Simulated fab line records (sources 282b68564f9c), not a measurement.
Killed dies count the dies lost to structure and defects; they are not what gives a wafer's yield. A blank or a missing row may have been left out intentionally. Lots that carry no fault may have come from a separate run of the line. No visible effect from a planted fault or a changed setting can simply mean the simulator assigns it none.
The tool behind it: which one? | flow rit-cmos | 15 lots, 45 wafers sampled, at 5 steps of a route of 202

== WHAT EACH GAUGE READ, for each wafer ==
RIT_NWELL_OVL_MEAS_06. Usual: NWELL_OVL typically reads 0.1 nm, with standard deviation 1.3.
lot  | measured    | on         | NWELL_OVL (nm) | flag
L402 | day 1 22:57 | overlay-01 | -1.1 -0.7 0.8  |
L403 | day 2 02:56 | overlay-02 | 0.5 0.8 -1.0   |
L404 | day 2 06:51 | overlay-02 | -1.0 0.1 1.4   |
L405 | day 2 12:25 | overlay-01 | -0.8 -0.2 -1.9 |
L407 | day 2 23:34 | overlay-01 | -2.0 -0.2 0.7  |
L408 | day 3 05:28 | overlay-02 | 0.7 0.6 -0.5   |
L409 | day 3 08:56 | overlay-01 | 1.4 1.8 2.1    |
L410 | day 3 13:57 | overlay-02 | -1.4 0.8 1.0   |
L419 | day 5 13:07 | overlay-01 | 2.8 2.8 2.3    |
L420 | day 5 16:16 | overlay-01 | -0.3 1.0 -0.4  |
L421 | day 5 21:55 | overlay-01 | 1.2 1.3 0.5    |
L422 | day 6 03:32 | overlay-01 | 1.3 -1.6 0.7   |
L423 | day 6 06:59 | overlay-02 | -0.1 1.7 1.2   |
L424 | day 6 11:55 | overlay-02 | 2.0 0.4 -0.1   |
L425 | day 6 18:24 | overlay-02 | -1.4 -0.1 1.4  |

RIT_PLDD_OVL_MEAS_06. Usual: PLDD_OVL typically reads -2.2 nm, with standard deviation 1.4.
lot  | measured    | on         | PLDD_OVL (nm)  | flag
L402 | day 2 21:20 | overlay-02 | 1.6 -1.1 -0.8  |
L403 | day 3 03:59 | overlay-01 | -1.3 -0.9 1.8  |
L404 | day 3 06:37 | overlay-02 | -1.7 -1.5 -2.0 |
L405 | day 3 13:52 | overlay-01 | -1.6 -2.6 -1.6 |
L407 | day 4 01:13 | overlay-01 | -1.9 -1.5 -2.3 |
L408 | day 4 06:35 | overlay-01 | -1.7 -1.4 -2.8 |
L409 | day 4 09:58 | overlay-02 | -3.3 -0.9 -1.5 |
L410 | day 4 19:17 | overlay-02 | -2.1 -1.8 -2.0 |
L419 | day 6 13:22 | overlay-01 | -4.5 -1.8 -3.0 |
L420 | day 6 17:38 | overlay-02 | -4.4 -2.8 -5.2 |
L421 | day 6 23:53 | overlay-02 | -1.9 -1.5 -3.4 |
L422 | day 7 02:59 | overlay-02 | 0.1 -0.1 0.5   |
L423 | day 7 05:58 | overlay-01 | -1.5 -1.3 -1.6 |
L424 | day 7 13:43 | overlay-02 | -2.9 -0.8 -3.1 |
L425 | day 7 16:11 | overlay-01 | -3.1 -3.4 -3.1 |

RIT_SDANNEAL_RS_MEAS_06: measures by four-point-probe. Usual: PLDD_RS typically reads 178.5 ohm/sq, with standard deviation 0.49.
lot  | measured    | on            | PLDD_RS (ohm/sq)  | flag
L402 | day 3 04:01 | film-metro-01 | 178.4 178.3 178.3 |
L403 | day 3 10:50 | film-metro-03 | 178.4 178.4 178.8 |
L404 | day 3 13:28 | film-metro-01 | 177.7 178.4 177.8 |
L405 | day 3 21:04 | film-metro-03 | 177.6 178.4 178.3 |
L407 | day 4 08:05 | film-metro-03 | 178.9 179.3 178.6 |
L408 | day 4 13:20 | film-metro-01 | - - -             | OFF
L409 | day 4 16:39 | film-metro-04 | - - -             | OFF
L410 | day 5 02:01 | film-metro-04 | - - -             | OFF
L419 | day 6 20:20 | film-metro-01 | 178.7 179.0 178.4 |
L420 | day 7 00:23 | film-metro-01 | 178.3 178.3 178.0 |
L421 | day 7 06:54 | film-metro-01 | 178.6 179.2 178.6 |
L422 | day 7 09:41 | film-metro-04 | 178.7 178.3 178.6 |
L423 | day 7 12:56 | film-metro-01 | 178.3 178.6 178.1 |
L424 | day 7 20:26 | film-metro-03 | 177.7 178.4 177.3 |
L425 | day 7 23:05 | film-metro-03 | 178.3 178.6 178.7 |

== WHAT TOOL EACH LOT RAN ON (gives the tool, then ch and the chambers of the sampled wafers, and finally the start) ==
lot  | RIT_PLDD_IMPLANT_08            | RIT_PLDD_STRIP_09
L402 | implanter-01 ch 0, day 2 21:31 | plasma-asher-02 ch 0,1, day 2 21:40
L403 | implanter-03 ch 0, day 3 04:11 | plasma-asher-03 ch 0,1, day 3 04:19
L404 | implanter-03 ch 0, day 3 06:50 | plasma-asher-03 ch 0,1, day 3 06:57
L405 | implanter-02 ch 0, day 3 14:05 | plasma-asher-03 ch 0,1, day 3 14:15
L407 | implanter-03 ch 0, day 4 01:27 | plasma-asher-04 ch 0,1, day 4 01:36
L408 | implanter-03 ch 0, day 4 06:46 | plasma-asher-02 ch 0,1, day 4 06:55
L409 | implanter-03 ch 0, day 4 10:08 | plasma-asher-03 ch 0,1, day 4 10:17
L410 | implanter-03 ch 0, day 4 19:29 | plasma-asher-03 ch 0, day 4 19:37
L419 | implanter-02 ch 0, day 6 13:36 | plasma-asher-03 ch 0,1, day 6 13:45
L420 | implanter-02 ch 0, day 6 17:56 | plasma-asher-04 ch 0,1, day 6 18:05
L421 | implanter-02 ch 0, day 7 00:06 | plasma-asher-03 ch 0,1, day 7 00:14
L422 | implanter-01 ch 0, day 7 03:10 | plasma-asher-02 ch 0,1, day 7 03:19
L423 | implanter-03 ch 0, day 7 06:08 | plasma-asher-02 ch 0,1, day 7 06:17
L424 | implanter-01 ch 0, day 7 13:54 | plasma-asher-03 ch 0,1, day 7 14:03
L425 | implanter-03 ch 0, day 7 16:26 | plasma-asher-04 ch 0,1, day 7 16:34
- RIT_PLDD_IMPLANT_08
- RIT_PLDD_STRIP_09: strips in O2, time 180 s.

== AS READ BY THE TOOLS THEMSELVES (means over the sampled wafers that have a number; for cases with no such wafer, the mark the record gives instead) ==
RIT_PLDD_IMPLANT_08. Usual: tilt-deg 7.001 degrees, standard deviation 0.024.
lot  | tool         | tilt-deg (degrees) | flag
L402 | implanter-01 | 7.003              |
L403 | implanter-03 | 6.990              |
L404 | implanter-03 | 6.991              |
L405 | implanter-02 | 7.021              |
L407 | implanter-03 | 6.997              |
L408 | implanter-03 | 7.593              | OFF
L409 | implanter-03 | 7.562              | OFF
L410 | implanter-03 | 7.578              | OFF
L419 | implanter-02 | 7.028              |
L420 | implanter-02 | 7.014              |
L421 | implanter-02 | 7.004              |
L422 | implanter-01 | 6.988              |
L423 | implanter-03 | 7.003              |
L424 | implanter-01 | 7.025              |
L425 | implanter-03 | 6.985              |

RIT_PLDD_STRIP_09. Usual: chamber-pressure-mTorr 4000 mTorr, standard deviation 3.2; drypump-motor-current-A 5.8 A, standard deviation 0.31.
lot  | tool            | chamber-pressure-mTorr (mTorr) | drypump-motor-current-A (A) | flag
L402 | plasma-asher-02 | 3997                           | 5.6                         |
L403 | plasma-asher-03 | 4000                           | 6.1                         |
L404 | plasma-asher-03 | 4001                           | 6.1                         |
L405 | plasma-asher-03 | 4000                           | 6.2                         |
L407 | plasma-asher-04 | 4002                           | 5.8                         |
L408 | plasma-asher-02 | 4003                           | 5.7                         |
L409 | plasma-asher-03 | 4000                           | 6.2                         |
L410 | plasma-asher-03 | 3997                           | 6.2                         |
L419 | plasma-asher-03 | 3997                           | 6.1                         |
L420 | plasma-asher-04 | 4000                           | 5.6                         |
L421 | plasma-asher-03 | 3999                           | 6.2                         |
L422 | plasma-asher-02 | 4000                           | 5.6                         |
L423 | plasma-asher-02 | 3999                           | 5.6                         |
L424 | plasma-asher-03 | 3997                           | 6.2                         |
L425 | plasma-asher-04 | 4001                           | 5.8                         |

== THE ANSWER, worked out from the rows above alone ==
Rule: a lot counts as off when the mean over its wafers that have a number is more than 3 standard deviations away from the usual mean. A lot without any number at a reading at which 4 lots or more have one is off too. Any other lot the step has rows for is counted as sound. First the gauges in route order, then the tools' own readings, where a lot's mean is used as printed above. At the first step where some lot is off, the reading lying furthest off is the one used; lots without a number count as furthest.
Off: L408, L409, L410, seen at RIT_SDANNEAL_RS_MEAS_06 (PLDD_RS). Without a number there: L408, L409, L410.
If a tool, at a process step before that reading, ran all the lots that are off and no sound lot after the first of them, it fits. Not tried: the gauges at RIT_SDANNEAL_RS_MEAS_06; whatever is off there is also off at RIT_PLDD_IMPLANT_08, on other tools, and gauge error can't account for it. None of those tried fits.

== WHAT WAS PUT IN BY THE SIMULATOR ==
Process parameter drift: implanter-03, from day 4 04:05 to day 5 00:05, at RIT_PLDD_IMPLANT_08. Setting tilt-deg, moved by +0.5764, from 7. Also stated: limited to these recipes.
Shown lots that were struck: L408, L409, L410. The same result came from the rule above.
